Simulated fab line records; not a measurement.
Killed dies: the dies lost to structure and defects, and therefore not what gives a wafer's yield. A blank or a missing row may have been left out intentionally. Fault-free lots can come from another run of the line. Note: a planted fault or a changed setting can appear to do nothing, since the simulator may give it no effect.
fab line records :: flow rit_cmos :: part 2 of 2: steps 32 to 32 of 32
record:
  lots: 5
  wafers: 23
route steps=202 shown ACTIVE@7 PWELL@40 NRETRO@54 PRETRO@65 GATE@81 NLDD@111 NSD@133 PSD@144 M1@202
start_h: hours from the record's opening day to when the first of the lot's shown wafers began :: wait_h: hours from the lot's prior step to this one :: " the same as in the row above :: L1.1+2: a row that stands for several wafers :: - value missing, or start not given :: * or withheld: withheld :: < > ~ a bound
route shown NAME@n: a module of which the file shows steps, and the number in the route of the first :: usual: mean and standard deviation over wafers with no fault :: same: alike in all rows :: chamber/n: place in a boat :: sites: per-site readings :: _std_site: standard deviation across them :: _edge_site: mean of outer sites minus mean of inner sites :: radius_mm: how far each site lies from the wafer's centre :: mask NAME#n: copy n :: behind: the most recent tool/chamber to have shaped the wafer :: hold: why the lot was held/for how many hours/how that ended :: device: transistor that didn't switch, given as n, p or np :: end of line: the route-end tests of the same wafers :: step lacking rows: just its recipe :: killed: dies lost to structure and defects at the first sort, not the wafer's yield :: map: dies across one wafer; x = killed, . = not, _ = none there
set.NAME: the setting as run; set.NAME@STEP: as run at that earlier step :: model.NAME: the simulator's own value behind a step, which no gauge read
lots where settings were altered on purpose, with a table for each step and a row for each wafer
== steps ==
step: RIT_M1_PROBE_99
usual:
  killed_at_M0_to_M3: 0.1/0.34
  killed_at_contacts: 0.1/0.28
  killed_at_front_end: 7/3.2
  killed_dies: 7/3.3
  killed_open: 3.6/2.1
  killed_short: 3.3/1.9
same:
  gross_dies: 264
  killed_at_M4_up: 0
  killed_at_back_side: 0
  killed_at_other: 0
lot.wafer: L075.1
tool: prober-01
chamber: -
start_h: 62.16
wait_h: 0.1
set.develop_time_s@GATE_DEVELOP_15: 53.19
killed_at_M0_to_M3: 0
killed_at_contacts: 0
killed_at_front_end: 8
killed_dies: 8
killed_open: 4
killed_short: 4
model.etest.nmos_0p15.drive_ua_um: 502.1
model.etest.nmos_0p15.r_on_ohm_um: 1052
model.etest.nmos_0p3.r_on_ohm_um: 2190
model.etest.pmos_0p15.drive_ua_um: 267.3
model.etest.pmos_0p15.r_on_ohm_um: 2626
model.etest.pmos_0p3.r_on_ohm_um: 6477
model.etest.pmos_turned.r_on_ohm_um: 3400

lot.wafer: L075.2
tool: prober-01
chamber: -
start_h: 62.21
wait_h: 0.1
set.develop_time_s@GATE_DEVELOP_15: 53.19
killed_at_M0_to_M3: 0
killed_at_contacts: 0
killed_at_front_end: 10
killed_dies: 10
killed_open: 5
killed_short: 5
model.etest.nmos_0p15.drive_ua_um: 501.2
model.etest.nmos_0p15.r_on_ohm_um: 1083
model.etest.nmos_0p3.r_on_ohm_um: 2196
model.etest.pmos_0p15.drive_ua_um: 261.3
model.etest.pmos_0p15.r_on_ohm_um: 2730
model.etest.pmos_0p3.r_on_ohm_um: 6607
model.etest.pmos_turned.r_on_ohm_um: 3478

lot.wafer: L075.3
tool: prober-01
chamber: -
start_h: 62.26
wait_h: 0.2
set.develop_time_s@GATE_DEVELOP_15: 50
killed_at_M0_to_M3: 0
killed_at_contacts: 0
killed_at_front_end: 6
killed_dies: 6
killed_open: 1
killed_short: 5
model.etest.nmos_0p15.drive_ua_um: 442
model.etest.nmos_0p15.r_on_ohm_um: 1167
model.etest.nmos_0p3.r_on_ohm_um: 2283
model.etest.pmos_0p15.drive_ua_um: 232.8
model.etest.pmos_0p15.r_on_ohm_um: 3004
model.etest.pmos_0p3.r_on_ohm_um: 6798
model.etest.pmos_turned.r_on_ohm_um: 3780

lot.wafer: L075.4
tool: prober-01
chamber: -
start_h: 62.31
wait_h: 0.2
set.develop_time_s@GATE_DEVELOP_15: 50
killed_at_M0_to_M3: 1
killed_at_contacts: 0
killed_at_front_end: 6
killed_dies: 7
killed_open: 2
killed_short: 4
model.etest.nmos_0p15.drive_ua_um: 452.8
model.etest.nmos_0p15.r_on_ohm_um: 1151
model.etest.nmos_0p3.r_on_ohm_um: 2244
model.etest.pmos_0p15.drive_ua_um: 236.5
model.etest.pmos_0p15.r_on_ohm_um: 2972
model.etest.pmos_0p3.r_on_ohm_um: 6684
model.etest.pmos_turned.r_on_ohm_um: 3717

lot.wafer: L075.6
tool: prober-01
chamber: -
start_h: 62.41
wait_h: 0.2
set.develop_time_s@GATE_DEVELOP_15: 50
killed_at_M0_to_M3: 0
killed_at_contacts: 0
killed_at_front_end: 6
killed_dies: 6
killed_open: 1
killed_short: 5
model.etest.nmos_0p15.drive_ua_um: 450.2
model.etest.nmos_0p15.r_on_ohm_um: 1154
model.etest.nmos_0p3.r_on_ohm_um: 2251
model.etest.pmos_0p15.drive_ua_um: 233.7
model.etest.pmos_0p15.r_on_ohm_um: 2987
model.etest.pmos_0p3.r_on_ohm_um: 6757
model.etest.pmos_turned.r_on_ohm_um: 3791

lot.wafer: L076.2
tool: prober-02
chamber: -
start_h: 67.23
wait_h: 0.1
set.develop_time_s@GATE_DEVELOP_15: 50
killed_at_M0_to_M3: 0
killed_at_contacts: 0
killed_at_front_end: 6
killed_dies: 6
killed_open: 1
killed_short: 5
model.etest.nmos_0p15.drive_ua_um: 500.4
model.etest.nmos_0p15.r_on_ohm_um: 1051
model.etest.nmos_0p3.r_on_ohm_um: 2061
model.etest.pmos_0p15.drive_ua_um: 291.1
model.etest.pmos_0p15.r_on_ohm_um: 2484
model.etest.pmos_0p3.r_on_ohm_um: 5829
model.etest.pmos_turned.r_on_ohm_um: 3110

lot.wafer: L076.3
tool: prober-02
chamber: -
start_h: 67.28
wait_h: 0.2
set.develop_time_s@GATE_DEVELOP_15: 50
killed_at_M0_to_M3: 0
killed_at_contacts: 0
killed_at_front_end: 9
killed_dies: 9
killed_open: 4
killed_short: 5
model.etest.nmos_0p15.drive_ua_um: 486.9
model.etest.nmos_0p15.r_on_ohm_um: 1089
model.etest.nmos_0p3.r_on_ohm_um: 2087
model.etest.pmos_0p15.drive_ua_um: 282.8
model.etest.pmos_0p15.r_on_ohm_um: 2536
model.etest.pmos_0p3.r_on_ohm_um: 5816
model.etest.pmos_turned.r_on_ohm_um: 3162

lot.wafer: L076.4
tool: prober-02
chamber: -
start_h: 67.33
wait_h: 0.2
set.develop_time_s@GATE_DEVELOP_15: 50
killed_at_M0_to_M3: 0
killed_at_contacts: 0
killed_at_front_end: 5
killed_dies: 5
killed_open: 4
killed_short: 1
model.etest.nmos_0p15.drive_ua_um: 510.2
model.etest.nmos_0p15.r_on_ohm_um: 1033
model.etest.nmos_0p3.r_on_ohm_um: 2031
model.etest.pmos_0p15.drive_ua_um: 295.1
model.etest.pmos_0p15.r_on_ohm_um: 2464
model.etest.pmos_0p3.r_on_ohm_um: 5737
model.etest.pmos_turned.r_on_ohm_um: 3077

lot.wafer: L076.5
tool: prober-02
chamber: -
start_h: 67.38
wait_h: 0.2
set.develop_time_s@GATE_DEVELOP_15: 50
killed_at_M0_to_M3: 0
killed_at_contacts: 0
killed_at_front_end: 15
killed_dies: 15
killed_open: 11
killed_short: 4
model.etest.nmos_0p15.drive_ua_um: 479.3
model.etest.nmos_0p15.r_on_ohm_um: 1083
model.etest.nmos_0p3.r_on_ohm_um: 2119
model.etest.pmos_0p15.drive_ua_um: 273.7
model.etest.pmos_0p15.r_on_ohm_um: 2626
model.etest.pmos_0p3.r_on_ohm_um: 6092
model.etest.pmos_turned.r_on_ohm_um: 3245

lot.wafer: L076.6
tool: prober-02
chamber: -
start_h: 67.43
wait_h: 0.2
set.develop_time_s@GATE_DEVELOP_15: 50
killed_at_M0_to_M3: 0
killed_at_contacts: 0
killed_at_front_end: 13
killed_dies: 13
killed_open: 7
killed_short: 6
model.etest.nmos_0p15.drive_ua_um: 494.8
model.etest.nmos_0p15.r_on_ohm_um: 1076
model.etest.nmos_0p3.r_on_ohm_um: 2092
model.etest.pmos_0p15.drive_ua_um: 285.3
model.etest.pmos_0p15.r_on_ohm_um: 2534
model.etest.pmos_0p3.r_on_ohm_um: 5899
model.etest.pmos_turned.r_on_ohm_um: 3191

lot.wafer: L078.1
tool: prober-02
chamber: -
start_h: 78.22
wait_h: 0.1
set.develop_time_s@GATE_DEVELOP_15: 50
killed_at_M0_to_M3: 2
killed_at_contacts: 0
killed_at_front_end: 5
killed_dies: 7
killed_open: 2
killed_short: 3
model.etest.nmos_0p15.drive_ua_um: 462.5
model.etest.nmos_0p15.r_on_ohm_um: 1123
model.etest.nmos_0p3.r_on_ohm_um: 2192
model.etest.pmos_0p15.drive_ua_um: 247
model.etest.pmos_0p15.r_on_ohm_um: 2819
model.etest.pmos_0p3.r_on_ohm_um: 6542
model.etest.pmos_turned.r_on_ohm_um: 3538

lot.wafer: L078.2
tool: prober-02
chamber: -
start_h: 78.27
wait_h: 0.1
set.develop_time_s@GATE_DEVELOP_15: 54.62
killed_at_M0_to_M3: 1
killed_at_contacts: 0
killed_at_front_end: 6
killed_dies: 7
killed_open: 2
killed_short: 4
model.etest.nmos_0p15.drive_ua_um: 531.5
model.etest.nmos_0p15.r_on_ohm_um: 1037
model.etest.nmos_0p3.r_on_ohm_um: 2120
model.etest.pmos_0p15.drive_ua_um: 289.7
model.etest.pmos_0p15.r_on_ohm_um: 2509
model.etest.pmos_0p3.r_on_ohm_um: 6214
model.etest.pmos_turned.r_on_ohm_um: 3175

lot.wafer: L078.3
tool: prober-02
chamber: -
start_h: 78.32
wait_h: 0.2
set.develop_time_s@GATE_DEVELOP_15: 54.62
killed_at_M0_to_M3: 1
killed_at_contacts: 0
killed_at_front_end: 9
killed_dies: 10
killed_open: 4
killed_short: 5
model.etest.nmos_0p15.drive_ua_um: 526.5
model.etest.nmos_0p15.r_on_ohm_um: 1011
model.etest.nmos_0p3.r_on_ohm_um: 2102
model.etest.pmos_0p15.drive_ua_um: 287.9
model.etest.pmos_0p15.r_on_ohm_um: 2452
model.etest.pmos_0p3.r_on_ohm_um: 6246
model.etest.pmos_turned.r_on_ohm_um: 3178

lot.wafer: L078.4
tool: prober-02
chamber: -
start_h: 78.37
wait_h: 0.2
set.develop_time_s@GATE_DEVELOP_15: 50
killed_at_M0_to_M3: 1
killed_at_contacts: 0
killed_at_front_end: 8
killed_dies: 9
killed_open: 3
killed_short: 5
model.etest.nmos_0p15.drive_ua_um: 465.4
model.etest.nmos_0p15.r_on_ohm_um: 1147
model.etest.nmos_0p3.r_on_ohm_um: 2215
model.etest.pmos_0p15.drive_ua_um: 253
model.etest.pmos_0p15.r_on_ohm_um: 2804
model.etest.pmos_0p3.r_on_ohm_um: 6568
model.etest.pmos_turned.r_on_ohm_um: 3481

lot.wafer: L078.6
tool: prober-02
chamber: -
start_h: 78.47
wait_h: 0.2
set.develop_time_s@GATE_DEVELOP_15: 54.62
killed_at_M0_to_M3: 0
killed_at_contacts: 0
killed_at_front_end: 9
killed_dies: 9
killed_open: 5
killed_short: 4
model.etest.nmos_0p15.drive_ua_um: 519.2
model.etest.nmos_0p15.r_on_ohm_um: 1061
model.etest.nmos_0p3.r_on_ohm_um: 2151
model.etest.pmos_0p15.drive_ua_um: 287.8
model.etest.pmos_0p15.r_on_ohm_um: 2518
model.etest.pmos_0p3.r_on_ohm_um: 6240
model.etest.pmos_turned.r_on_ohm_um: 3244

lot.wafer: L083.1
tool: prober-01
chamber: -
start_h: 103.55
wait_h: 0.1
set.develop_time_s@GATE_DEVELOP_15: 50
killed_at_M0_to_M3: 0
killed_at_contacts: 0
killed_at_front_end: 2
killed_dies: 2
killed_open: 1
killed_short: 1
model.etest.nmos_0p15.drive_ua_um: 512.3
model.etest.nmos_0p15.r_on_ohm_um: 1088
model.etest.nmos_0p3.r_on_ohm_um: 2014
model.etest.pmos_0p15.drive_ua_um: 279.7
model.etest.pmos_0p15.r_on_ohm_um: 2644
model.etest.pmos_0p3.r_on_ohm_um: 5787
model.etest.pmos_turned.r_on_ohm_um: 3282

lot.wafer: L083.3
tool: prober-01
chamber: -
start_h: 103.65
wait_h: 0.2
set.develop_time_s@GATE_DEVELOP_15: 57.17
killed_at_M0_to_M3: 0
killed_at_contacts: 1
killed_at_front_end: 5
killed_dies: 6
killed_open: 4
killed_short: 2
model.etest.nmos_0p15.drive_ua_um: 616.1
model.etest.nmos_0p15.r_on_ohm_um: 927.7
model.etest.nmos_0p3.r_on_ohm_um: 1863
model.etest.pmos_0p15.drive_ua_um: 349.1
model.etest.pmos_0p15.r_on_ohm_um: 2174
model.etest.pmos_0p3.r_on_ohm_um: 5319
model.etest.pmos_turned.r_on_ohm_um: 2798

lot.wafer: L083.4
tool: prober-01
chamber: -
start_h: 103.70
wait_h: 0.2
set.develop_time_s@GATE_DEVELOP_15: 57.17
killed_at_M0_to_M3: 0
killed_at_contacts: 0
killed_at_front_end: 7
killed_dies: 7
killed_open: 4
killed_short: 3
model.etest.nmos_0p15.drive_ua_um: 600.4
model.etest.nmos_0p15.r_on_ohm_um: 976.3
model.etest.nmos_0p3.r_on_ohm_um: 1892
model.etest.pmos_0p15.drive_ua_um: 338.9
model.etest.pmos_0p15.r_on_ohm_um: 2265
model.etest.pmos_0p3.r_on_ohm_um: 5397
model.etest.pmos_turned.r_on_ohm_um: 2961

lot.wafer: L083.5
tool: prober-01
chamber: -
start_h: 103.75
wait_h: 0.2
set.develop_time_s@GATE_DEVELOP_15: 57.17
killed_at_M0_to_M3: 0
killed_at_contacts: 0
killed_at_front_end: 5
killed_dies: 5
killed_open: 3
killed_short: 2
model.etest.nmos_0p15.drive_ua_um: 615.9
model.etest.nmos_0p15.r_on_ohm_um: 946.9
model.etest.nmos_0p3.r_on_ohm_um: 1858
model.etest.pmos_0p15.drive_ua_um: 352.1
model.etest.pmos_0p15.r_on_ohm_um: 2166
model.etest.pmos_0p3.r_on_ohm_um: 5255
model.etest.pmos_turned.r_on_ohm_um: 2843

lot.wafer: L083.6
tool: prober-01
chamber: -
start_h: 103.80
wait_h: 0.2
set.develop_time_s@GATE_DEVELOP_15: 50
killed_at_M0_to_M3: 0
killed_at_contacts: 0
killed_at_front_end: 3
killed_dies: 3
killed_open: 1
killed_short: 2
model.etest.nmos_0p15.drive_ua_um: 500.4
model.etest.nmos_0p15.r_on_ohm_um: 1113
model.etest.nmos_0p3.r_on_ohm_um: 2026
model.etest.pmos_0p15.drive_ua_um: 276.8
model.etest.pmos_0p15.r_on_ohm_um: 2659
model.etest.pmos_0p3.r_on_ohm_um: 5761
model.etest.pmos_turned.r_on_ohm_um: 3341

lot.wafer: L085.2
tool: prober-01
chamber: -
start_h: 111.39
wait_h: 0.1
set.develop_time_s@GATE_DEVELOP_15: 50
killed_at_M0_to_M3: 0
killed_at_contacts: 0
killed_at_front_end: 10
killed_dies: 10
killed_open: 7
killed_short: 3
model.etest.nmos_0p15.drive_ua_um: 471.4
model.etest.nmos_0p15.r_on_ohm_um: 1136
model.etest.nmos_0p3.r_on_ohm_um: 2141
model.etest.pmos_0p15.drive_ua_um: 241.1
model.etest.pmos_0p15.r_on_ohm_um: 2932
model.etest.pmos_0p3.r_on_ohm_um: 6478
model.etest.pmos_turned.r_on_ohm_um: 3631

lot.wafer: L085.5
tool: prober-01
chamber: -
start_h: 111.54
wait_h: 0.2
set.develop_time_s@GATE_DEVELOP_15: 50
killed_at_M0_to_M3: 0
killed_at_contacts: 1
killed_at_front_end: 3
killed_dies: 4
killed_open: 2
killed_short: 2
model.etest.nmos_0p15.drive_ua_um: 470.1
model.etest.nmos_0p15.r_on_ohm_um: 1130
model.etest.nmos_0p3.r_on_ohm_um: 2124
model.etest.pmos_0p15.drive_ua_um: 246.5
model.etest.pmos_0p15.r_on_ohm_um: 2864
model.etest.pmos_0p3.r_on_ohm_um: 6369
model.etest.pmos_turned.r_on_ohm_um: 3539

lot.wafer: L085.6
tool: prober-01
chamber: -
start_h: 111.59
wait_h: 0.2
set.develop_time_s@GATE_DEVELOP_15: 50
killed_at_M0_to_M3: 0
killed_at_contacts: 0
killed_at_front_end: 6
killed_dies: 6
killed_open: 2
killed_short: 4
model.etest.nmos_0p15.drive_ua_um: 472.6
model.etest.nmos_0p15.r_on_ohm_um: 1127
model.etest.nmos_0p3.r_on_ohm_um: 2132
model.etest.pmos_0p15.drive_ua_um: 243.3
model.etest.pmos_0p15.r_on_ohm_um: 2905
model.etest.pmos_0p3.r_on_ohm_um: 6412
model.etest.pmos_turned.r_on_ohm_um: 3572
killed by level:class
L075.1 GATE:geometric_particle:open=3 GATE:geometric_particle:short=3 SILICIDE:geometric_particle:open=1 SILICIDE:geometric_particle:short=1
L075.2 GATE:geometric_particle:short=5 GATE:geometric_particle:open=4 FOX2:geometric_particle:open=1
L075.3 SILICIDE:geometric_particle:short=3 GATE:geometric_particle:short=1 SPACER:geometric_particle:short=1 SILICIDE:geometric_particle:open=1
L075.4 FOX1:geometric_particle:open=2 GATE:geometric_particle:short=2 FOX2:geometric_particle:short=1 SPACER:geometric_particle:short=1 M1:coat_microbubble_printed=1
L075.6 GATE:geometric_particle:short=3 FOX1:geometric_particle:short=2 SPACER:geometric_particle:open=1
L076.2 REOX:geometric_particle:short=2 FOX1:geometric_particle:short=1 GATE:geometric_particle:short=1 REOX:geometric_particle:open=1 SPACER:geometric_particle:short=1
L076.3 GATE:geometric_particle:short=3 FOX1:geometric_particle:open=1 GATE:geometric_particle:open=1 REOX:geometric_particle:open=1 SPACER:geometric_particle:short=1 SILICIDE:geometric_particle:open=1 SILICIDE:geometric_particle:short=1
L076.4 FOX1:geometric_particle:open=1 GATE:geometric_particle:open=1 GATE:geometric_particle:short=1 REOX:geometric_particle:open=1 SPACER:geometric_particle:open=1
L076.5 GATE:geometric_particle:open=5 GATE:geometric_particle:short=3 SPACER:geometric_particle:open=3 REOX:geometric_particle:open=2 FOX2:geometric_particle:open=1 REOX:geometric_particle:short=1
L076.6 REOX:geometric_particle:open=3 SILICIDE:geometric_particle:short=3 SILICIDE:geometric_particle:open=2 FOX1:geometric_particle:short=1 FOX2:geometric_particle:short=1 GATE:geometric_particle:open=1 REOX:geometric_particle:short=1 SPACER:geometric_particle:open=1
L078.1 SPACER:geometric_particle:short=3 M1:coat_microbubble_printed=2 GATE:geometric_particle:open=1 REOX:geometric_particle:open=1
L078.2 GATE:geometric_particle:short=2 FOX1:geometric_particle:short=1 FOX2:geometric_particle:open=1 GATE:geometric_particle:open=1 REOX:geometric_particle:short=1 M1:coat_microbubble_printed=1
L078.3 FOX2:geometric_particle:open=2 GATE:geometric_particle:short=2 FOX1:geometric_particle:short=1 GATE:geometric_particle:open=1 REOX:geometric_particle:short=1 SPACER:geometric_particle:short=1 SPACER:geometric_particle:open=1 M1:coat_microbubble_printed=1
L078.4 REOX:geometric_particle:short=2 SPACER:geometric_particle:open=2 GATE:geometric_particle:open=1 GATE:geometric_particle:short=1 SPACER:geometric_particle:short=1 SILICIDE:geometric_particle:short=1 M1:coat_microbubble_printed=1
L078.6 REOX:geometric_particle:short=3 GATE:geometric_particle:open=2 FOX2:geometric_particle:open=1 SPACER:geometric_particle:short=1 SPACER:geometric_particle:open=1 SILICIDE:geometric_particle:open=1
L083.1 SILICIDE:geometric_particle:short=1 SILICIDE:geometric_particle:open=1
L083.3 GATE:geometric_particle:open=2 SPACER:geometric_particle:open=1 SILICIDE:geometric_particle:short=1 SILICIDE:geometric_particle:open=1 CONTACT:geometric_particle:short=1
L083.4 GATE:geometric_particle:open=3 GATE:geometric_particle:short=2 SILICIDE:geometric_particle:open=1 SILICIDE:geometric_particle:short=1
L083.5 SPACER:geometric_particle:open=2 FOX1:geometric_particle:short=1 REOX:geometric_particle:short=1 SILICIDE:geometric_particle:open=1
L083.6 GATE:geometric_particle:short=1 GATE:geometric_particle:open=1 SILICIDE:geometric_particle:short=1
L085.2 GATE:geometric_particle:open=3 REOX:geometric_particle:open=2 SPACER:geometric_particle:open=2 FOX1:geometric_particle:short=1 GATE:geometric_particle:short=1 REOX:geometric_particle:short=1
L085.5 GATE:geometric_particle:short=1 REOX:geometric_particle:open=1 SILICIDE:geometric_particle:open=1 CONTACT:geometric_particle:short=1
L085.6 SILICIDE:geometric_particle:short=2 FOX1:geometric_particle:open=1 GATE:geometric_particle:short=1 SPACER:geometric_particle:open=1 SPACER:geometric_particle:short=1
== key ==
split:
  step: RIT_ACTIVE_COAT_06
  setting: spin_rpm
  stated: 3250
  by: wafer
response:
  step: RIT_ACTIVE_COAT_06
  reading: model.NOVOLAK_of_ACTIVE_COAT_06.thk_nm
  change: -5.11
  per: 1%
  r: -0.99
split:
  step: RIT_PWELL_COAT_01
  setting: spin_rpm
  stated: 2000
  by: wafer
response:
  step: RIT_PWELL_COAT_01
  reading: model.NOVOLAK_of_PWELL_COAT_01.thk_nm
  change: -6.98
  per: 1%
  r: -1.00
response:
  step: RIT_PWELL_HARDBAKE_07
  reading: model.NOVOLAK_of_PWELL_COAT_01.thk_nm
  change: -6.01
  per: 1%
  r: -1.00
split:
  step: RIT_PWELL_IMPLANT_08
  setting: energy_kev
  stated: 170
  by: wafer
response:
  step: RIT_PWELL_IMPLANT_08
  reading: model.implant.rp_nm
  change: +3.6
  per: 1%
  r: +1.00
response:
  step: RIT_PWELL_IMPLANT_08
  reading: model.implant.drp_nm
  change: +0.353
  per: 1%
  r: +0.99
split:
  step: RIT_NRETRO_COAT_01
  setting: spin_rpm
  stated: 2000
  by: wafer
response:
  step: RIT_NRETRO_COAT_01
  reading: model.NOVOLAK_of_NRETRO_COAT_01.thk_nm
  change: -6.69
  per: 1%
  r: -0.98
response:
  step: RIT_NRETRO_HARDBAKE_07
  reading: model.NOVOLAK_of_NRETRO_COAT_01.thk_nm
  change: -5.76
  per: 1%
  r: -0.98
split:
  step: RIT_PRETRO_COAT_01
  setting: spin_rpm
  stated: 2000
  by: wafer
response:
  step: RIT_PRETRO_COAT_01
  reading: model.NOVOLAK_of_PRETRO_COAT_01.thk_nm
  change: -6.42
  per: 1%
  r: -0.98
split:
  step: RIT_GATE_OXIDATION_05
  setting: ox_time_s
  stated: 270
  by: lot
response:
  step: RIT_GATE_OXIDATION_05
  reading: model.SiO2_of_GATE_OXIDATION_05.thk_nm
  change: +0.0255
  per: 1%
  r: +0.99
response:
  step: RIT_GATE_THK_MEAS_07
  reading: GATE_OXIDE_THK
  change: +0.0272
  per: 1%
  r: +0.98
split:
  step: RIT_GATE_DEVELOP_15
  setting: develop_time_s
  stated: 50
  by: wafer
response:
  step: RIT_GATE_CD_MEAS_16
  reading: cd_nm
  change: -1.58
  per: 1%
  r: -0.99
response:
  step: RIT_GATE_ETCH_19
  reading: model.GATE.cd_nm
  change: -1.58
  per: 1%
  r: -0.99
response:
  step: RIT_GATE_CD_MEAS_90
  reading: cd_nm
  change: -1.56
  per: 1%
  r: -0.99
response:
  step: RIT_M1_PROBE_99
  reading: model.etest.pmos_0p15.r_on_ohm_um
  change: -34.3
  per: 1%
  r: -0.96
response:
  step: RIT_M1_PROBE_99
  reading: model.etest.pmos_turned.r_on_ohm_um
  change: -34.1
  per: 1%
  r: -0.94
response:
  step: RIT_M1_PROBE_99
  reading: model.etest.pmos_0p3.r_on_ohm_um
  change: -32.4
  per: 1%
  r: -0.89
response:
  step: RIT_M1_PROBE_99
  reading: model.etest.nmos_0p15.r_on_ohm_um
  change: -11
  per: 1%
  r: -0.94
response:
  step: RIT_M1_PROBE_99
  reading: model.etest.nmos_0p3.r_on_ohm_um
  change: -9.91
  per: 1%
  r: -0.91
split:
  step: RIT_NLDD_IMPLANT_08
  setting: dose_cm2
  stated: 5e+14
  by: wafer
response:
  step: RIT_NLDD_TW_MEAS_10
  reading: NLDD_TW
  change: +7.44
  per: 1%
  r: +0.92
response:
  step: RIT_SDANNEAL_RS_MEAS_07
  reading: NLDD_RS
  change: -1.2
  per: 1%
  r: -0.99
split:
  step: RIT_NSD_SOFTBAKE_02
  setting: temp_c
  stated: 90
  by: wafer
response:
  step: RIT_NSD_DEVELOP_05
  reading: model.NOVOLAK_of_NSD_COAT_01.thk_nm
  change: -2.52
  per: 1%
  r: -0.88
split:
  step: RIT_NSD_DEVELOP_05
  setting: develop_time_s
  stated: 50
  by: wafer
response none clear
split:
  step: RIT_PSD_SOFTBAKE_02
  setting: time_s
  stated: 60
  by: wafer
response none clear
